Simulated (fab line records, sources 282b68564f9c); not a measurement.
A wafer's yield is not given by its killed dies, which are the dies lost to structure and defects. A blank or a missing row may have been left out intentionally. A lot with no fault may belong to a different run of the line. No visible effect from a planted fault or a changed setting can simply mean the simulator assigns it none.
Which tool was responsible? ; flow rit_cmos ; 14 lots with 42 wafers sampled at 5 steps, on a route of 202 steps

== WHAT THE GAUGES SHOWED, per wafer ==
RIT_ACTIVE_CD_MEAS_11: target cd 1400 nm.
lot;measured;on;cd_nm (nm)
L615;day 1 19:28;cd_sem-01;1402.0 1400.0 1400.1
L616;day 2 01:15;cd_sem-02;1397.4 1397.3 1397.9
L617;day 2 08:04;cd_sem-02;1400.6 1397.6 1399.9
L618;day 2 11:33;cd_sem-01;1394.8 1396.5 1397.3
L619;day 2 16:34;cd_sem-02;1403.1 1401.7 1401.2
L620;day 2 21:25;cd_sem-02;1398.4 1398.9 1398.5
L622;day 3 06:58;cd_sem-02;1398.9 1400.8 1401.5
L624;day 3 21:47;cd_sem-02;1399.3 1402.7 1401.9
L625;day 3 21:53;cd_sem-01;1402.6 1402.2 1401.1
L627;day 4 09:42;cd_sem-01;1403.9 1403.8 1403.2
L628;day 4 14:36;cd_sem-02;1405.5 1403.8 1407.0
L632;day 5 10:11;cd_sem-01;1401.9 1400.6 1401.8
L635;day 6 00:06;cd_sem-01;1402.1 1399.2 1399.3
L636;day 6 04:59;cd_sem-01;1399.6 1398.9 1399.6

RIT_GATE_THK_MEAS_09.
lot;measured;on;GATE_POLY_THK (nm)
L615;day 2 21:09;film_metro-03;250.6 251.0 252.5
L616;day 3 04:41;film_metro-01;249.8 249.1 249.9
L617;day 3 07:26;film_metro-03;250.6 250.3 248.2
L618;day 3 09:05;film_metro-01;250.4 252.6 251.9
L619;day 3 19:28;film_metro-01;254.8 254.5 255.5
L620;day 3 19:27;film_metro-02;246.5 246.5 248.7
L622;day 4 07:25;film_metro-02;250.1 253.3 250.7
L624;day 4 20:35;film_metro-02;250.0 251.3 252.3
L625;day 4 22:01;film_metro-01;254.2 252.6 250.6
L627;day 5 10:53;film_metro-02;247.0 247.3 247.6
L628;day 5 13:35;film_metro-01;254.9 257.7 254.7
L632;day 6 07:32;film_metro-01;251.3 249.8 252.2
L635;day 6 22:11;film_metro-03;252.6 253.7 253.9
L636;day 7 02:41;film_metro-01;250.6 251.6 252.5

RIT_REOX_THK_MEAS_04.
lot;measured;on;REOX_OXIDE_THK (nm)
L615;day 3 02:46;film_metro-04;25.7 25.9 25.2
L616;day 3 09:14;film_metro-01;24.7 24.8 25.0
L617;day 3 12:29;film_metro-04;25.4 25.4 25.2
L618;day 3 15:04;film_metro-04;25.2 25.4 25.0
L619;day 4 00:02;film_metro-02;25.4 24.9 25.1
L620;day 4 00:23;film_metro-01;25.8 26.2 26.4
L622;day 4 15:11;film_metro-02;25.3 25.7 25.8
L624;day 5 01:20;film_metro-04;24.9 25.3 25.0
L625;day 5 04:33;film_metro-01;26.0 25.7 25.8
L627;day 5 15:55;film_metro-01;22.7 22.3 22.5
L628;day 5 19:47;film_metro-01;23.0 23.7 24.4
L632;day 6 12:32;film_metro-01;24.8 24.8 24.5
L635;day 7 03:28;film_metro-04;24.7 24.8 24.6
L636;day 7 08:23;film_metro-01;25.3 24.8 25.2

== WHICH TOOL RAN EACH LOT (tool, then ch and the chambers of the sampled wafers, then the start) ==
lot;RIT_ACTIVE_STRIP_14;RIT_REOX_OXIDATION_03
L615;plasma_asher-02 ch 0,1, day 1 19:50;furnace-01 ch 0, day 3 00:13
L616;plasma_asher-03 ch 0,1, day 2 01:39;furnace-01 ch 0, day 3 06:41
L617;plasma_asher-02 ch 0,1, day 2 08:28;furnace-04 ch 0, day 3 09:56
L618;plasma_asher-02 ch 0,1, day 2 11:58;furnace-04 ch 0, day 3 12:29
L619;plasma_asher-04 ch 0,1, day 2 16:59;furnace-04 ch 0, day 3 21:28
L620;plasma_asher-04 ch 0,1, day 2 21:50;furnace-03 ch 0, day 3 21:50
L622;plasma_asher-02 ch 0,1, day 3 07:22;furnace-03 ch 0, day 4 12:38
L624;plasma_asher-02 ch 0,1, day 3 22:11;furnace-04 ch 0, day 4 22:47
L625;plasma_asher-04 ch 0,1, day 3 22:18;furnace-01 ch 0, day 5 02:00
L627;plasma_asher-03 ch 0,1, day 4 10:06;furnace-04 ch 0, day 5 13:22
L628;plasma_asher-03 ch 0,1, day 4 14:59;furnace-04 ch 0, day 5 17:14
L632;plasma_asher-03 ch 0,1, day 5 10:35;furnace-01 ch 0, day 6 09:59
L635;plasma_asher-04 ch 0,1, day 6 00:31;furnace-01 ch 0, day 7 00:55
L636;plasma_asher-02 ch 0,1, day 6 05:26;furnace-03 ch 0, day 7 05:49
- RIT_ACTIVE_STRIP_14: strips in O2, time 180 s.
- RIT_REOX_OXIDATION_03: target thk 25.2 nm, ox time 5580 s.

== AS READ BY THE TOOLS THEMSELVES (means over the sampled wafers that have a number; for cases with no such wafer, the mark the record gives instead) ==
RIT_ACTIVE_STRIP_14.
lot;tool;drypump_motor_current_A (A)
L615;plasma_asher-02;5.3
L616;plasma_asher-03;5.6
L617;plasma_asher-02;5.3
L618;plasma_asher-02;5.7
L619;plasma_asher-04;5.7
L620;plasma_asher-04;5.9
L622;plasma_asher-02;5.3
L624;plasma_asher-02;5.3
L625;plasma_asher-04;5.9
L627;plasma_asher-03;5.6
L628;plasma_asher-03;5.6
L632;plasma_asher-03;5.6
L635;plasma_asher-04;5.7
L636;plasma_asher-02;5.7

RIT_REOX_OXIDATION_03.
lot;tool;spike_tc_centre_C (C)
L615;furnace-01;901.9
L616;furnace-01;902.8
L617;furnace-04;902.8
L618;furnace-04;902.0
L619;furnace-04;902.7
L620;furnace-03;903.4
L622;furnace-03;901.6
L624;furnace-04;901.8
L625;furnace-01;902.5
L627;furnace-04;883.7
L628;furnace-04;884.1
L632;furnace-01;902.9
L635;furnace-01;903.3
L636;furnace-03;903.5

== THE ANSWER, worked out from the rows above alone ==
Rule: the usual values come from the lots themselves. The widest of any qualifying gaps counts: lots, ordered by their means at a reading, are off when they make up no more than a third of the lots, leave a main group of 4 or more, and stand apart from it by 3 or more times the standard deviation of that group's means. A main group is skipped when, at the precision printed for the reading in the tables above, its means are all equal. A lot without any number at a reading at which 4 lots or more have one is off too. Any other lot the step has rows for is counted as sound. After the gauges, taken in route order, come the tools' own readings; for these a lot's mean is taken, as printed above. The first step at which some lot is off is used, and at that step the reading that is off furthest; a lot without a number counts as furthest.
Off, at RIT_REOX_OXIDATION_03 on spike_tc_centre_C: L627, L628. The main group has a mean of 902.6 C with a standard deviation of 0.62.
A tool fits if, at that step or a process step before it, it ran every lot that is off, and no sound lot after the first of them. One candidate fits, namely furnace-04 at RIT_REOX_OXIDATION_03. Its last sound lot is L624 (day 4 22:47), its first lot that is off L627 (day 5 13:22): a fault that began between those two fits.
On the lots that are off, the tool's own readings at RIT_REOX_OXIDATION_03 differ by more than 5 times the standard deviation of the sound lots' means, which bears it out; spike_tc_centre_C reads 883.9 C there versus 902.6 C on the sound lots.

== WHAT WAS PUT IN BY THE SIMULATOR ==
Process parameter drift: furnace-04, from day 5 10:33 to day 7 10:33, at RIT_REOX_OXIDATION_03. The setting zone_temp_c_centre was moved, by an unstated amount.
Shown lots that were struck: L627, L628. Same finding as the rule above.
